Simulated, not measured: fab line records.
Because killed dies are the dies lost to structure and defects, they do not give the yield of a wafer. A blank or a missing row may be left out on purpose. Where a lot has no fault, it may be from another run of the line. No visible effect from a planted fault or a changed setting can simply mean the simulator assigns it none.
fab line records ; flow ritCmos
record: lots: 5; wafers: 15; lastDay: 7
route steps=202 shown NWELL@30 PWELL@39 WELLDRIVE@50 M1@202
lots that met no fault: from a run of the same line without faults
startH: the number of hours between the record's first day and the start of the first shown wafer of the lot ; waitH: hours from the lot's prior step to this one ; " unchanged from the row above ; L1.1+2: a row that stands for several wafers ; - no value present, or no start provided ; * or withheld: withheld ; < > ~ a bound
route shown NAME@n: NAME is a module with steps in the file, n the number in the route of the first one ; usual: mean/standard deviation taken from wafers without a fault ; same: alike in all rows ; chamber/n: place in a boat ; sites: each site's reading ; _std_site: standard deviation of those values ; _edge_site: mean of outer sites minus mean of inner sites ; radiusMm: for every site, how far away it sits from the centre of the wafer ; mask NAME#n: copy n ; behind: the tool/chamber that last shaped the wafer ; hold: cause of the lot's hold/its duration in hours/its outcome ; device: which transistor (n, p or np) failed to switch ; end of line: the route-end tests of the same wafers ; a step given without rows: its recipe and nothing more ; killed: not the wafer's yield, but the dies lost to structure and defects at the first sort ; map: shows each die of a wafer: x if killed, . if not, _ if none is there
set.NAME: the setting the step ran with; set.NAME@STEP: the setting that earlier step ran with ; model.NAME: the simulator's own value behind a step, which no gauge read
lots at selected steps of the route; one table per step, one row per wafer
services: a tool's chamber out of use, with start hour (startH, from the record's first day; less than 0 if before it), hours out, and reason
== steps ==
step: RIT_NWELL_SOFTBAKE_02
recipe: resist: NOVOLAK; tempC: 90; timeS: 60
step: RIT_NWELL_EXPOSE_03
recipe: maskId: M2; na: 0.57; targetCdNm: 43900; doseMj: 250
step: RIT_NWELL_PEB_04
recipe: resist: NOVOLAK; tempC: withheld; timeS: withheld
step: RIT_NWELL_DEVELOP_05
recipe: resist: NOVOLAK; developTimeS: 68; devTempC: 23
step: RIT_NWELL_OVL_MEAS_06
usual: NWELL_OVL: 0.6/1.5
lot.wafer;tool;chamber;startH;waitH;NWELL_OVL[nm]
L577.1;overlay-02;-;44.02;-;1.5
L577.3;overlay-02;-;44.02;-;0.4
L577.6;overlay-02;-;44.02;-;-0.1
L583.3;overlay-01;-;76.94;-;1.2
L583.5;overlay-01;-;76.94;-;1.0
L583.6;overlay-01;-;76.94;-;-0.3
L585.2;overlay-01;-;84.73;-;-0.3
L585.3;overlay-01;-;84.73;-;0.9
L585.5;overlay-01;-;84.73;-;0.4
L593.1;overlay-01;-;124.40;-;0.2
L593.3;overlay-01;-;124.40;-;-1.3
L593.5;overlay-01;-;124.40;-;2.0
L596.1;overlay-01;-;140.48;-;0.9
L596.5;overlay-01;-;140.48;-;0.7
L596.6;overlay-01;-;140.48;-;0.0
step: RIT_NWELL_HARDBAKE_07
recipe: resist: NOVOLAK; tempC: 140; timeS: 120
step: RIT_NWELL_IMPLANT_08
recipe: species: P; energyKev: 170; doseCm2: 5e+13; tiltDeg: 7
step: RIT_NWELL_STRIP_09
recipe: chemistry: O2; timeS: 180; resist: NOVOLAK; platenTempC: withheld; powerW: 500; pressureMtorr: 4000; o2FlowSccm: 4000
usual: drypumpMotorCurrentA: 5.8/0.37; rfReflPowerW: 6.7/0.84
lot.wafer;tool;chamber;startH;waitH;drypumpMotorCurrentA;rfHoursCounterH;rfReflPowerW
L577.1;plasmaAsher-04;1;44.46;0.1;5.7;42;7.0
L577.3;plasmaAsher-04;0;44.46;0.1;6.4;-;6.1
L577.6;plasmaAsher-04;0;44.46;0.1;6.4;-;6.3
L583.3;plasmaAsher-03;1;77.42;0.1;5.2;-;5.3
L583.5;plasmaAsher-03;1;77.42;0.1;5.2;-;5.2
L583.6;plasmaAsher-03;0;77.42;0.1;5.8;-;6.2
L585.2;plasmaAsher-02;0;85.16;0.1;6.2;30;7.3
L585.3;plasmaAsher-02;0;85.16;0.1;6.2;-;7.4
L585.5;plasmaAsher-02;1;85.16;0.1;5.7;-;7.4
L593.1;plasmaAsher-03;1;124.84;0.1;5.2;44;5.3
L593.3;plasmaAsher-03;1;124.84;0.1;5.2;-;5.3
L593.5;plasmaAsher-03;1;124.84;0.1;5.2;-;5.2
L596.1;plasmaAsher-02;1;140.92;0.1;5.7;36;7.5
L596.5;plasmaAsher-02;1;140.92;0.1;5.7;-;7.8
L596.6;plasmaAsher-02;0;140.92;0.1;6.2;-;7.3
step: RIT_NWELL_TW_MEAS_10
usual: NWELL_TW: 2154/14
lot.wafer;tool;chamber;startH;waitH;NWELL_TW
L577.1;filmMetro-02;-;44.63;0.1;2142
L577.3;filmMetro-02;-;44.63;0.1;2147
L577.6;filmMetro-02;-;44.63;0.1;2141
L583.3;filmMetro-02;-;77.56;0.1;2146
L583.5;filmMetro-02;-;77.56;0.1;2138
L583.6;filmMetro-02;-;77.56;0.1;2138
L585.2;filmMetro-01;-;85.35;0.1;2167
L585.3;filmMetro-01;-;85.35;0.1;2154
L585.5;filmMetro-01;-;85.35;0.1;2164
L593.1;filmMetro-01;-;125.02;0.1;2139
L593.3;filmMetro-01;-;125.02;0.1;2150
L593.5;filmMetro-01;-;125.02;0.1;2139
L596.1;filmMetro-02;-;141.09;0.1;2150
L596.5;filmMetro-02;-;141.09;0.1;2155
L596.6;filmMetro-02;-;141.09;0.1;2157
step: RIT_PWELL_HMDS_00
recipe: primeTimeS: 60; primeTempC: 140
step: RIT_PWELL_COAT_01
recipe: resist: NOVOLAK; spinRpm: 2000; resistThkNm: 1300
step: RIT_PWELL_SOFTBAKE_02
recipe: resist: NOVOLAK; tempC: 90; timeS: 60
step: RIT_PWELL_EXPOSE_03
recipe: maskId: M3; na: 0.57; targetCdNm: 43700; doseMj: 250
usual: exposureDoseMJCm2: 250.02/0.22
same: na: 0.57
lot.wafer;tool;chamber;startH;waitH;mask;exposureDoseMJCm2
L577.1;ilineStepper-02;0;45.14;0.1;M3#0;250.08
L577.3;ilineStepper-02;0;45.14;0.1;M3#0;250.01
L577.6;ilineStepper-02;0;45.14;0.1;M3#0;250.31
L583.3;ilineStepper-01;0;78.09;0.1;M2#0;250.40
L583.5;ilineStepper-01;0;78.09;0.1;M2#0;250.31
L583.6;ilineStepper-01;0;78.09;0.1;M2#0;249.91
L585.2;ilineStepper-01;0;85.87;0.1;M3#0;249.76
L585.3;ilineStepper-01;0;85.87;0.1;M3#0;250.00
L585.5;ilineStepper-01;0;85.87;0.1;M3#0;250.01
L593.1;ilineStepper-01;0;125.53;0.1;M3#0;249.97
L593.3;ilineStepper-01;0;125.53;0.1;M3#0;250.31
L593.5;ilineStepper-01;0;125.53;0.1;M3#0;249.97
L596.1;ilineStepper-02;0;141.74;0.2;M3#0;250.01
L596.5;ilineStepper-02;0;141.74;0.2;M3#0;250.13
L596.6;ilineStepper-02;0;141.74;0.2;M3#0;250.23
step: RIT_PWELL_PEB_04
recipe: resist: NOVOLAK; tempC: withheld; timeS: withheld
step: RIT_PWELL_DEVELOP_05
recipe: resist: NOVOLAK; developTimeS: 68; devTempC: 23
step: RIT_PWELL_OVL_MEAS_06
usual: PWELL_OVL: -0.5/1.3
lot.wafer;tool;chamber;startH;waitH;PWELL_OVL[nm]
L577.1;overlay-01;-;45.57;-;-1.2
L577.3;overlay-01;-;45.57;-;-0.9
L577.6;overlay-01;-;45.57;-;0.3
L583.3;overlay-01;-;78.49;-;-
L583.5;overlay-01;-;78.49;-;-
L583.6;overlay-01;-;78.49;-;-
L585.2;overlay-02;-;86.29;-;0.0
L585.3;overlay-02;-;86.29;-;0.3
L585.5;overlay-02;-;86.29;-;0.2
L593.1;overlay-01;-;125.96;-;-0.2
L593.3;overlay-01;-;125.96;-;0.8
L593.5;overlay-01;-;125.96;-;0.0
L596.1;overlay-01;-;142.17;-;-2.5
L596.5;overlay-01;-;142.17;-;-4.0
L596.6;overlay-01;-;142.17;-;-1.4
step: RIT_PWELL_HARDBAKE_07
recipe: resist: NOVOLAK; tempC: 140; timeS: 120
step: RIT_PWELL_IMPLANT_08
recipe: species: B; energyKev: 170; doseCm2: 7e+13; tiltDeg: 7
step: RIT_PWELL_STRIP_09
recipe: chemistry: O2; timeS: 180; resist: NOVOLAK; platenTempC: withheld; powerW: 500; pressureMtorr: 4000; o2FlowSccm: 4000
usual: drypumpMotorCurrentA: 5.8/0.37; rfReflPowerW: 6.7/0.97
lot.wafer;tool;chamber;startH;waitH;drypumpMotorCurrentA;rfHoursCounterH;rfReflPowerW
L577.1;plasmaAsher-03;0;46.01;0.1;5.8;35;5.9
L577.3;plasmaAsher-03;0;46.01;0.1;5.8;-;6.0
L577.6;plasmaAsher-03;1;46.01;0.1;5.2;-;5.3
L583.3;plasmaAsher-01;1;78.97;0.1;6.1;-;8.5
L583.5;plasmaAsher-01;0;78.97;0.1;5.2;-;6.0
L583.6;plasmaAsher-01;1;78.97;0.1;6.1;-;8.3
L585.2;plasmaAsher-03;0;86.72;0.1;5.8;40;6.0
L585.3;plasmaAsher-03;1;86.72;0.1;5.2;-;5.2
L585.5;plasmaAsher-03;0;86.72;0.1;5.8;-;6.0
L593.1;plasmaAsher-03;0;126.39;0.1;5.8;44;6.3
L593.3;plasmaAsher-03;0;126.39;0.1;5.8;-;6.0
L593.5;plasmaAsher-03;0;126.39;0.1;5.8;-;5.9
L596.1;plasmaAsher-02;1;142.61;0.1;5.7;36;7.5
L596.5;plasmaAsher-02;1;142.61;0.1;5.7;-;7.3
L596.6;plasmaAsher-02;0;142.61;0.1;6.2;-;7.4
step: RIT_PWELL_TW_MEAS_10
usual: PWELL_TW: 955/6.2
lot.wafer;tool;chamber;startH;waitH;PWELL_TW
L577.1;filmMetro-01;-;46.18;0.1;958
L577.3;filmMetro-01;-;46.18;0.1;961
L577.6;filmMetro-01;-;46.18;0.1;957
L583.3;filmMetro-02;-;79.11;0.1;30
L583.5;filmMetro-02;-;79.11;0.1;30
L583.6;filmMetro-02;-;79.11;0.1;30
L585.2;filmMetro-01;-;86.90;0.1;955
L585.3;filmMetro-01;-;86.90;0.1;957
L585.5;filmMetro-01;-;86.90;0.1;953
L593.1;filmMetro-02;-;126.57;0.1;953
L593.3;filmMetro-02;-;126.57;0.1;955
L593.5;filmMetro-02;-;126.57;0.1;955
L596.1;filmMetro-02;-;142.79;0.1;956
L596.5;filmMetro-02;-;142.79;0.1;953
L596.6;filmMetro-02;-;142.79;0.1;950
step: RIT_WELLDRIVE_ANNEAL_00
recipe: tempC: 1100; timeS: 14700; ambient: N2
step: RIT_M1_PROBE_99
usual: killedAtFrontEnd: 6.5/2.8; killedDies: 6.5/2.8; killedOnRim: 1.7/1.3; killedOpen: 3.2/1.8; killedShort: 3.3/2
same: grossDies: 264; killed_at_M0_to_M3: 0; killed_at_M4_up: 0; killedAtBackSide: 0; killedAtContacts: 0; killedAtOther: 0
lot.wafer;tool;chamber;startH;waitH;killedAtFrontEnd;killedDies;killedOnRim;killedOpen;killedShort
L577.1;prober-02;-;83.06;0.1;6;6;1;3;3
L577.3;prober-02;-;83.16;0.2;7;7;4;0;7
L577.6;prober-02;-;83.31;0.2;4;4;1;3;1
L583.3;prober-01;-;114.45;0.2;264;264;70;3;6
L583.5;prober-01;-;114.55;0.2;264;264;70;3;6
L583.6;prober-01;-;114.60;0.2;264;264;70;8;4
L585.2;prober-01;-;128.44;0.1;6;6;3;2;4
L585.3;prober-01;-;128.49;0.2;6;6;2;1;5
L585.5;prober-01;-;128.59;0.2;4;4;0;2;2
L593.1;prober-01;-;163.10;0.1;6;6;1;4;2
L593.3;prober-01;-;163.20;0.2;3;3;1;3;0
L593.5;prober-01;-;163.30;0.2;4;4;2;2;2
L596.1;prober-02;-;177.53;0.1;3;3;0;1;2
L596.5;prober-02;-;177.73;0.2;3;3;1;2;1
L596.6;prober-02;-;177.78;0.2;11;11;3;8;3
killed by level:class
L577.1 GATE:geometricParticle:open=1 GATE:geometricParticle:short=1 REOX:geometricParticle:open=1 SPACER:geometricParticle:open=1 SPACER:geometricParticle:short=1 SILICIDE:geometricParticle:short=1
L577.3 GATE:geometricParticle:short=4 FOX1:geometricParticle:short=1 FOX2:geometricParticle:short=1 REOX:geometricParticle:short=1
L577.6 GATE:geometricParticle:open=2 FOX2:geometricParticle:open=1 SILICIDE:geometricParticle:short=1
L583.3 PWELL:areaExpose=255 GATE:geometricParticle:open=3 GATE:geometricParticle:short=2 SILICIDE:geometricParticle:short=2 REOX:geometricParticle:short=1 SPACER:geometricParticle:short=1
L583.5 PWELL:areaExpose=255 GATE:geometricParticle:short=4 GATE:geometricParticle:open=2 FOX1:geometricParticle:short=1 REOX:geometricParticle:short=1 SILICIDE:geometricParticle:open=1
L583.6 PWELL:areaExpose=252 GATE:geometricParticle:open=3 FOX1:geometricParticle:short=2 FOX2:geometricParticle:open=2 GATE:geometricParticle:short=2 REOX:geometricParticle:open=2 SPACER:geometricParticle:open=1
L585.2 FOX1:geometricParticle:short=2 GATE:geometricParticle:open=1 REOX:geometricParticle:open=1 SPACER:geometricParticle:short=1 SILICIDE:geometricParticle:short=1
L585.3 SPACER:geometricParticle:short=2 FOX1:geometricParticle:short=1 GATE:geometricParticle:short=1 REOX:geometricParticle:open=1 SILICIDE:geometricParticle:short=1
L585.5 FOX2:geometricParticle:short=1 REOX:geometricParticle:open=1 REOX:geometricParticle:short=1 SPACER:geometricParticle:open=1
L593.1 REOX:geometricParticle:open=2 SPACER:geometricParticle:open=2 REOX:geometricParticle:short=1 SILICIDE:geometricParticle:short=1
L593.3 REOX:geometricParticle:open=2 FOX1:geometricParticle:open=1
L593.5 GATE:geometricParticle:short=1 REOX:geometricParticle:open=1 REOX:geometricParticle:short=1 SPACER:geometricParticle:open=1
L596.1 GATE:geometricParticle:open=1 GATE:geometricParticle:short=1 SPACER:geometricParticle:short=1
L596.5 GATE:geometricParticle:open=1 GATE:geometricParticle:short=1 SILICIDE:geometricParticle:open=1
L596.6 SPACER:geometricParticle:open=4 GATE:geometricParticle:short=2 GATE:geometricParticle:open=2 FOX1:geometricParticle:open=1 SILICIDE:geometricParticle:short=1 SILICIDE:geometricParticle:open=1
map L583.3 (x killed, . not)
________xxxxxxx_______
_____xxxxxxxxxxxxx____
____xxxxxxxxxxxxxxx___
___xxxxxxxxxxxxxxxxx__
__xxxxxxxxxxxxxxxxxxx_
__xxxxxxxxxxxxxxxxxxx_
_xxxxxxxxxxxxxxxxxxxxx
_xxxxxxxxxxxxxxxxxxxxx
_xxxxxxxxxxxxxxxxxxxxx
_xxxxxxxxxxxxxxxxxxxxx
__xxxxxxxxxxxxxxxxxxx_
__xxxxxxxxxxxxxxxxxxx_
___xxxxxxxxxxxxxxxxx__
____xxxxxxxxxxxxxxx___
_____xxxxxxxxxxxxx____
________xxxxxxx_______
map L585.2 (x killed, . not)
________......._______
_____..........x..____
____...............___
___.................__
__..................._
__..................._
_.....................
_.....................
_.....................
_.................x...
__.x......x.........x_
__..................._
___.................__
____...............___
_____x............____
________......._______
== services ==
tool;chamber;startH;hours;kind
ilineStepper-01;-;27.38;1.7;pm
plasmaAsher-02;-;38.91;2.8;pm
ilineStepper-01;-;43.35;1.9;repair
plasmaAsher-01;-;75.98;2.8;pm
ilineStepper-01;-;88.92;28.9;pm
plasmaAsher-03;-;102.96;1.5;repair
plasmaAsher-01;-;108.75;9.0;pm
plasmaAsher-01;0;108.75;9.0;ventCycle
plasmaAsher-01;1;108.75;9.0;ventCycle
plasmaAsher-01;0;117.75;-;clean
plasmaAsher-01;1;117.75;-;clean
plasmaAsher-02;-;119.58;1.3;repair
plasmaAsher-01;-;123.57;7.8;repair
== key ==
firstSign: step: RIT_PWELL_EXPOSE_03; reading: mask; direction: changed
effect: step: RIT_PWELL_OVL_MEAS_06; reading: PWELL_OVL; direction: missing
effect: step: RIT_PWELL_TW_MEAS_10; reading: PWELL_TW; direction: down; sigmas: 99+; usual: 955; struck: 30
effect: step: RIT_M1_PROBE_99; reading: killedAtFrontEnd; direction: up; sigmas: 94; usual: 6.5; struck: 264
moreKillsBornAt: RIT_PWELL_EXPOSE_03@ilineStepper-01: 762
metAt RIT_PWELL_EXPOSE_03
struckWafers L583.3,L583.5,L583.6
testerLeftOut L583
fault: kind: wrongMask; tool: any; chamber: -; onsetH: 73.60; steps: RIT_PWELL_EXPOSE_03; auxCopy: M2#0; scope: struckLotsOnly
testerLeftOut: of these lots the tester's yield and bins aren't shown, on N5 and GAA mostly nor the transistor test; their killed dies are dies lost to structure and defects alone, not to doping, threshold or leakage, so they don't give the yield
